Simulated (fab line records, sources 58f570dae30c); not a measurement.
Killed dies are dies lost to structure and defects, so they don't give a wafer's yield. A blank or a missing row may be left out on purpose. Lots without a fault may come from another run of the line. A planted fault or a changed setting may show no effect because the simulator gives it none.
Which tool did it? | flow berkeley_cmos170 | 14 lots, 42 wafers sampled, at 5 steps of a route of 331

WHAT THE GAUGES READ, wafer by wafer
UCB170_NWELL_THK_MEAS_05.
lot  | measured    | on            | NWELL_NITRIDE_THK (nm)
L762 | day 2 03:14 | film_metro-02 | 223.1 220.7 221.0
L763 | day 2 14:23 | film_metro-03 | 224.5 226.6 224.5
L764 | day 2 21:35 | film_metro-02 | 226.9 223.3 225.2
L765 | day 2 21:39 | film_metro-02 | 230.3 227.8 229.2
L767 | day 3 14:40 | film_metro-03 | 223.0 223.3 223.9
L768 | day 3 14:40 | film_metro-02 | 228.5 230.0 228.4
L774 | day 5 03:52 | film_metro-04 | 224.8 224.8 227.0
L775 | day 5 03:52 | film_metro-03 | 224.1 226.0 225.9
L776 | day 5 14:20 | film_metro-02 | 226.8 226.3 226.6
L778 | day 5 14:20 | film_metro-04 | 225.2 224.1 224.2
L779 | day 6 01:31 | film_metro-04 | 223.8 224.5 223.7
L780 | day 6 01:32 | film_metro-03 | 225.4 227.1 226.5
L782 | day 6 15:22 | film_metro-02 | 222.4 223.1 223.9
L783 | day 6 23:25 | film_metro-03 | 223.8 223.7 223.1

UCB170_PWELL_THK_MEAS_03.
lot  | measured    | on            | PWELL_OXIDE_THK (nm)
L762 | day 2 13:47 | film_metro-03 | 25.5 26.0 25.9
L763 | day 3 01:51 | film_metro-01 | 26.9 27.0 26.9
L764 | day 3 11:32 | film_metro-01 | 25.8 25.8 26.0
L765 | day 3 11:32 | film_metro-03 | 26.5 26.9 27.2
L767 | day 4 02:58 | film_metro-03 | 33.3 33.1 33.0 33.3 33.1 33.1
L768 | day 4 02:58 | film_metro-02 | 33.6 34.1 33.4 33.6 34.0 33.4
L774 | day 5 16:34 | film_metro-03 | 25.9 26.4 26.1
L775 | day 5 16:34 | film_metro-02 | 25.6 26.1 26.0
L776 | day 6 02:52 | film_metro-02 | 26.5 26.1 26.1
L778 | day 6 02:49 | film_metro-01 | 25.7 25.7 25.5
L779 | day 6 16:07 | film_metro-03 | 25.7 25.5 25.9
L780 | day 6 16:08 | film_metro-01 | 26.4 26.5 26.1
L782 | day 7 03:27 | film_metro-03 | 26.1 26.1 26.1
L783 | day 7 14:35 | film_metro-02 | 27.2 27.1 27.5

UCB170_M1_CD_MEAS_09: target cd 700 nm.
lot  | measured     | on        | cd_nm (nm)
L762 | day 7 18:53  | cd_sem-01 | 701.4 700.1 699.8
L763 | day 8 07:37  | cd_sem-01 | 700.5 700.1 699.2
L764 | day 9 10:44  | cd_sem-01 | 699.5 698.6 699.4
L765 | day 9 11:22  | cd_sem-01 | 700.6 701.3 700.1
L767 | day 9 22:27  | cd_sem-01 | 701.0 701.0 701.0
L768 | day 9 19:52  | cd_sem-02 | 700.1 698.9 698.3
L774 | day 10 20:02 | cd_sem-02 | 696.8 695.8 698.1
L775 | day 10 19:45 | cd_sem-02 | 701.2 700.8 700.8
L776 | day 11 21:32 | cd_sem-01 | 700.0 700.5 699.8
L778 | day 11 19:33 | cd_sem-01 | 700.0 700.0 699.8
L779 | day 12 04:30 | cd_sem-01 | 700.3 699.7 699.3
L780 | day 12 04:23 | cd_sem-01 | 700.9 700.6 699.4
L782 | day 12 15:03 | cd_sem-02 | 701.9 702.1 700.7
L783 | day 13 06:50 | cd_sem-02 | 700.9 699.6 699.7

WHICH TOOL RAN EACH LOT (tool, then ch and the chambers of the sampled wafers, then the start)
lot  | UCB170_PWELL_OXIDATION_02    | UCB170_PWELL_STRIP_16
L762 | furnace-01 ch 0, day 2 12:23 | plasma_asher-04 ch 0,1, day 2 22:37
L763 | furnace-01 ch 0, day 3 00:29 | plasma_asher-02 ch 0,1, day 3 11:14
L764 | furnace-04 ch 0, day 3 10:10 | plasma_asher-03 ch 0, day 3 19:46
L765 | furnace-04 ch 0, day 3 10:10 | plasma_asher-02 ch 0,1, day 3 19:43
L767 | furnace-01 ch 0, day 4 01:37 | plasma_asher-03 ch 0,1, day 4 11:52
L768 | furnace-01 ch 0, day 4 01:37 | plasma_asher-04 ch 0,1, day 4 12:05
L774 | furnace-04 ch 0, day 5 15:13 | plasma_asher-04 ch 0,1, day 5 21:30
L775 | furnace-04 ch 0, day 5 15:13 | plasma_asher-03 ch 0,1, day 5 22:07
L776 | furnace-04 ch 0, day 6 01:28 | plasma_asher-04 ch 0,1, day 6 13:37
L778 | furnace-04 ch 0, day 6 01:28 | plasma_asher-03 ch 0,1, day 6 13:20
L779 | furnace-04 ch 0, day 6 14:46 | plasma_asher-02 ch 0,1, day 7 01:28
L780 | furnace-04 ch 0, day 6 14:46 | plasma_asher-04 ch 0,1, day 7 01:14
L782 | furnace-02 ch 0, day 7 02:05 | plasma_asher-03 ch 0,1, day 7 14:11
L783 | furnace-02 ch 0, day 7 13:13 | plasma_asher-02 ch 0,1, day 8 02:59
- UCB170_PWELL_OXIDATION_02: target thk 26.4 nm, ox time 1260 s.
- UCB170_PWELL_STRIP_16: strips in O2.

WHAT THE TOOLS THEMSELVES READ (means of the sampled wafers that have a number; where no wafer has one, the mark that the record gives instead)
UCB170_PWELL_STRIP_16.
lot  | tool            | chamber_pressure_mTorr (mTorr) | drypump_motor_current_A (A) | oes_product_au (a.u.) | strip_time_to_endpoint_s (s)
L762 | plasma_asher-04 | 3496                           | 6.15                        | 0.723                 | 18.00
L763 | plasma_asher-02 | 3500                           | 6.05                        | 0.715                 | 18.09
L764 | plasma_asher-03 | 3501                           | 6.56                        | 0.720                 | 18.03
L765 | plasma_asher-02 | 3496                           | 6.05                        | 0.717                 | 17.96
L767 | plasma_asher-03 | 3497                           | 6.11                        | 0.720                 | 18.04
L768 | plasma_asher-04 | 3505                           | 6.15                        | 0.720                 | 18.10
L774 | plasma_asher-04 | 3500                           | 6.26                        | 0.722                 | 18.07
L775 | plasma_asher-03 | 3500                           | 6.08                        | 0.723                 | 18.06
L776 | plasma_asher-04 | 3499                           | 6.14                        | 0.722                 | 18.12
L778 | plasma_asher-03 | 3500                           | 6.33                        | 0.719                 | 18.08
L779 | plasma_asher-02 | 3500                           | 5.86                        | 0.720                 | 18.01
L780 | plasma_asher-04 | 3504                           | 6.15                        | 0.722                 | 18.05
L782 | plasma_asher-03 | 3499                           | 6.09                        | 0.723                 | 18.07
L783 | plasma_asher-02 | 3499                           | 5.85                        | 0.730                 | 18.01

THE ANSWER, worked out from the rows above alone
Rule: what is usual is taken from the lots themselves. Put in order of their means at a reading, lots are off if they are a third of the lots or fewer, leave a main group of 4 or more, and stand apart from it by a gap of 3 or more times the standard deviation of the main group's means; of several such gaps the widest counts. A main group whose means are all the same, to the digits that the tables above print for the reading, isn't used. A lot without any number at a reading at which 4 lots or more have one is off too. The other lots that the step has rows for count as sound. The gauges are gone through in route order, then the tools' own readings, and for those a lot's mean is taken as printed above. The first step at which some lot is off is used, and at that step the reading that is off furthest; a lot without a number counts as furthest.
Off: L767, L768, at UCB170_PWELL_THK_MEAS_03 (PWELL_OXIDE_THK). The main group: mean 26.2 nm, standard deviation 0.51.
A tool fits if, at a process step before that reading, it ran every lot that is off, and no sound lot after the first of them. The gauges at UCB170_PWELL_THK_MEAS_03 are tried like those tools. One fits: furnace-01 at UCB170_PWELL_OXIDATION_02. Its last sound lot is L763 (day 3 00:29), its first lot that is off L767 (day 4 01:37): a fault that began between those two fits.

WHAT THE SIMULATOR HAD PUT IN
Process parameter drift: furnace-01, from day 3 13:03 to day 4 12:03, at UCB170_PWELL_OXIDATION_02. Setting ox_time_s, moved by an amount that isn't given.
Lots struck among those shown: L767, L768. The rule above found the same.
